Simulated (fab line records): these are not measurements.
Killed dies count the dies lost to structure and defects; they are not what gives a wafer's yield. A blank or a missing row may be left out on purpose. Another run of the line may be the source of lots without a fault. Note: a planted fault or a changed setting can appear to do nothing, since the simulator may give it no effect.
Split-lot experiment || flow rit cmos || 5 lots, 27 wafers read, on a route of 202 steps

== ON THE SPLIT ==
At RIT_REOX_OXIDATION_03 (target thk 25.2 nm, ox time 5580 s), the setting ox time s was moved away from the recipe's 5580 s on 24 of the 27 wafers read, by -56.1% to -22.4%. For the rest of the wafers, this setting stayed at what the recipe calls for.

The file shows no step between the split and the reading.

== THE READING ==
REOX_OXIDE_THK (nm), taken at RIT_REOX_THK_MEAS_04. On this fab line, fault-free wafers typically give 25.1 nm with a standard deviation of 0.45 nm.

{"wafer": "L075.1", "tool, chamber at the split": "-, -", "ox time s as run, s": 2937, "against the recipe": "-47.4%", "REOX_OXIDE_THK, nm": 16.5, "against lot-mates on the recipe": "no lot-mate on the recipe"}
{"wafer": "L075.2", "tool, chamber at the split": "-, -", "ox time s as run, s": 2937, "against the recipe": "-47.4%", "REOX_OXIDE_THK, nm": 16.4, "against lot-mates on the recipe": "no lot-mate on the recipe"}
{"wafer": "L075.3", "tool, chamber at the split": "-, -", "ox time s as run, s": 2937, "against the recipe": "-47.4%", "REOX_OXIDE_THK, nm": 16.3, "against lot-mates on the recipe": "no lot-mate on the recipe"}
{"wafer": "L075.4", "tool, chamber at the split": "-, -", "ox time s as run, s": 2937, "against the recipe": "-47.4%", "REOX_OXIDE_THK, nm": 16.1, "against lot-mates on the recipe": "no lot-mate on the recipe"}
{"wafer": "L075.5", "tool, chamber at the split": "-, -", "ox time s as run, s": 2937, "against the recipe": "-47.4%", "REOX_OXIDE_THK, nm": 16.6, "against lot-mates on the recipe": "no lot-mate on the recipe"}
{"wafer": "L075.6", "tool, chamber at the split": "-, -", "ox time s as run, s": 2937, "against the recipe": "-47.4%", "REOX_OXIDE_THK, nm": 16.4, "against lot-mates on the recipe": "no lot-mate on the recipe"}
{"wafer": "L076.1", "tool, chamber at the split": "-, -", "ox time s as run, s": 2824, "against the recipe": "-49.4%", "REOX_OXIDE_THK, nm": 16.8, "against lot-mates on the recipe": "no lot-mate on the recipe"}
{"wafer": "L076.2", "tool, chamber at the split": "-, -", "ox time s as run, s": 2824, "against the recipe": "-49.4%", "REOX_OXIDE_THK, nm": 16.4, "against lot-mates on the recipe": "no lot-mate on the recipe"}
{"wafer": "L076.3", "tool, chamber at the split": "-, -", "ox time s as run, s": 2824, "against the recipe": "-49.4%", "REOX_OXIDE_THK, nm": 16.7, "against lot-mates on the recipe": "no lot-mate on the recipe"}
{"wafer": "L076.4", "tool, chamber at the split": "-, -", "ox time s as run, s": 2824, "against the recipe": "-49.4%", "REOX_OXIDE_THK, nm": 16.5, "against lot-mates on the recipe": "no lot-mate on the recipe"}
{"wafer": "L076.5", "tool, chamber at the split": "-, -", "ox time s as run, s": 2824, "against the recipe": "-49.4%", "REOX_OXIDE_THK, nm": 16.4, "against lot-mates on the recipe": "no lot-mate on the recipe"}
{"wafer": "L076.6", "tool, chamber at the split": "-, -", "ox time s as run, s": 2824, "against the recipe": "-49.4%", "REOX_OXIDE_THK, nm": 16.6, "against lot-mates on the recipe": "no lot-mate on the recipe"}
{"wafer": "L079.1", "tool, chamber at the split": "furnace-03, 0", "ox time s as run, s": 5580, "against the recipe": "recipe", "REOX_OXIDE_THK, nm": 24.7, "against lot-mates on the recipe": "-"}
{"wafer": "L079.3", "tool, chamber at the split": "furnace-03, 0", "ox time s as run, s": 5580, "against the recipe": "recipe", "REOX_OXIDE_THK, nm": 24.8, "against lot-mates on the recipe": "-"}
{"wafer": "L079.4", "tool, chamber at the split": "furnace-03, 0", "ox time s as run, s": 5580, "against the recipe": "recipe", "REOX_OXIDE_THK, nm": 24.7, "against lot-mates on the recipe": "-"}
{"wafer": "L081.1", "tool, chamber at the split": "-, -", "ox time s as run, s": 4329, "against the recipe": "-22.4%", "REOX_OXIDE_THK, nm": 21.3, "against lot-mates on the recipe": "no lot-mate on the recipe"}
{"wafer": "L081.2", "tool, chamber at the split": "-, -", "ox time s as run, s": 4329, "against the recipe": "-22.4%", "REOX_OXIDE_THK, nm": 21.1, "against lot-mates on the recipe": "no lot-mate on the recipe"}
{"wafer": "L081.3", "tool, chamber at the split": "-, -", "ox time s as run, s": 4329, "against the recipe": "-22.4%", "REOX_OXIDE_THK, nm": 21.2, "against lot-mates on the recipe": "no lot-mate on the recipe"}
{"wafer": "L081.4", "tool, chamber at the split": "-, -", "ox time s as run, s": 4329, "against the recipe": "-22.4%", "REOX_OXIDE_THK, nm": 20.9, "against lot-mates on the recipe": "no lot-mate on the recipe"}
{"wafer": "L081.5", "tool, chamber at the split": "-, -", "ox time s as run, s": 4329, "against the recipe": "-22.4%", "REOX_OXIDE_THK, nm": 21.1, "against lot-mates on the recipe": "no lot-mate on the recipe"}
{"wafer": "L081.6", "tool, chamber at the split": "-, -", "ox time s as run, s": 4329, "against the recipe": "-22.4%", "REOX_OXIDE_THK, nm": 21.2, "against lot-mates on the recipe": "no lot-mate on the recipe"}
{"wafer": "L083.1", "tool, chamber at the split": "-, -", "ox time s as run, s": 2450, "against the recipe": "-56.1%", "REOX_OXIDE_THK, nm": 15.2, "against lot-mates on the recipe": "no lot-mate on the recipe"}
{"wafer": "L083.2", "tool, chamber at the split": "-, -", "ox time s as run, s": 2450, "against the recipe": "-56.1%", "REOX_OXIDE_THK, nm": 15.3, "against lot-mates on the recipe": "no lot-mate on the recipe"}
{"wafer": "L083.3", "tool, chamber at the split": "-, -", "ox time s as run, s": 2450, "against the recipe": "-56.1%", "REOX_OXIDE_THK, nm": 14.7, "against lot-mates on the recipe": "no lot-mate on the recipe"}
{"wafer": "L083.4", "tool, chamber at the split": "-, -", "ox time s as run, s": 2450, "against the recipe": "-56.1%", "REOX_OXIDE_THK, nm": 15.1, "against lot-mates on the recipe": "no lot-mate on the recipe"}
{"wafer": "L083.5", "tool, chamber at the split": "-, -", "ox time s as run, s": 2450, "against the recipe": "-56.1%", "REOX_OXIDE_THK, nm": 15.1, "against lot-mates on the recipe": "no lot-mate on the recipe"}
{"wafer": "L083.6", "tool, chamber at the split": "-, -", "ox time s as run, s": 2450, "against the recipe": "-56.1%", "REOX_OXIDE_THK, nm": 15.3, "against lot-mates on the recipe": "no lot-mate on the recipe"}

FIT RESULTS
A straight line over all 27 wafers: REOX_OXIDE_THK changes by +0.173 nm for each +1% of ox time s; r = +1.00; the points scatter about the line by 0.26 nm.
Too few moved wafers with a lot-mate on the recipe to fit a line net of each lot's own level.

== THE WHOLE CHAIN: every reading that the file lists as answering this split, in the file's order ==
{"step": "RIT_REOX_OXIDATION_03", "what it does": "target thk 25.2 nm, ox time 5580 s", "reading": "SiO2_of_REOX_OXIDATION_03.thk nm (the simulator's own value, which no gauge read)", "change (the file's fit)": "+0.173 nm for each +1% of the setting", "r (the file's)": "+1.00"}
{"step": "RIT_REOX_OXIDATION_03", "what it does": "target thk 25.2 nm, ox time 5580 s", "reading": "poly-Si_of_GATE_CVD_08.thk nm (the simulator's own value, which no gauge read)", "change (the file's fit)": "-0.128 nm for each +1% of the setting", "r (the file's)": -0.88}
{"step": "RIT_REOX_THK_MEAS_04", "what it does": "", "reading": "REOX_OXIDE_THK", "change (the file's fit)": "+0.174 for each +1% of the setting", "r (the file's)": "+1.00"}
{"step": "RIT_SPACER_CLEAN_00", "what it does": "cleans in SC1, time 600 s", "reading": "SiO2_of_REOX_OXIDATION_03.thk nm (the simulator's own value, which no gauge read)", "change (the file's fit)": "+0.16 nm for each +1% of the setting", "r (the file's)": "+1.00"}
{"step": "RIT_M1_PROBE_99", "what it does": "", "reading": "etest.pldd.rs ohm sq (the simulator's own value, which no gauge read)", "change (the file's fit)": "+4.05 for each +1% of the setting", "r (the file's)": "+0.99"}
{"step": "RIT_M1_PROBE_99", "what it does": "", "reading": "etest.nldd.rs ohm sq (the simulator's own value, which no gauge read)", "change (the file's fit)": "+2.28 for each +1% of the setting", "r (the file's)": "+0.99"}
{"step": "RIT_M1_PROBE_99", "what it does": "", "reading": "etest.nmos turned.drive ua um (the simulator's own value, which no gauge read)", "change (the file's fit)": "-2.18 for each +1% of the setting", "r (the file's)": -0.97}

== FILE'S OWN FIT ==
REOX_OXIDE_THK changes by +0.174 nm for each +1% of ox time s, r = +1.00.
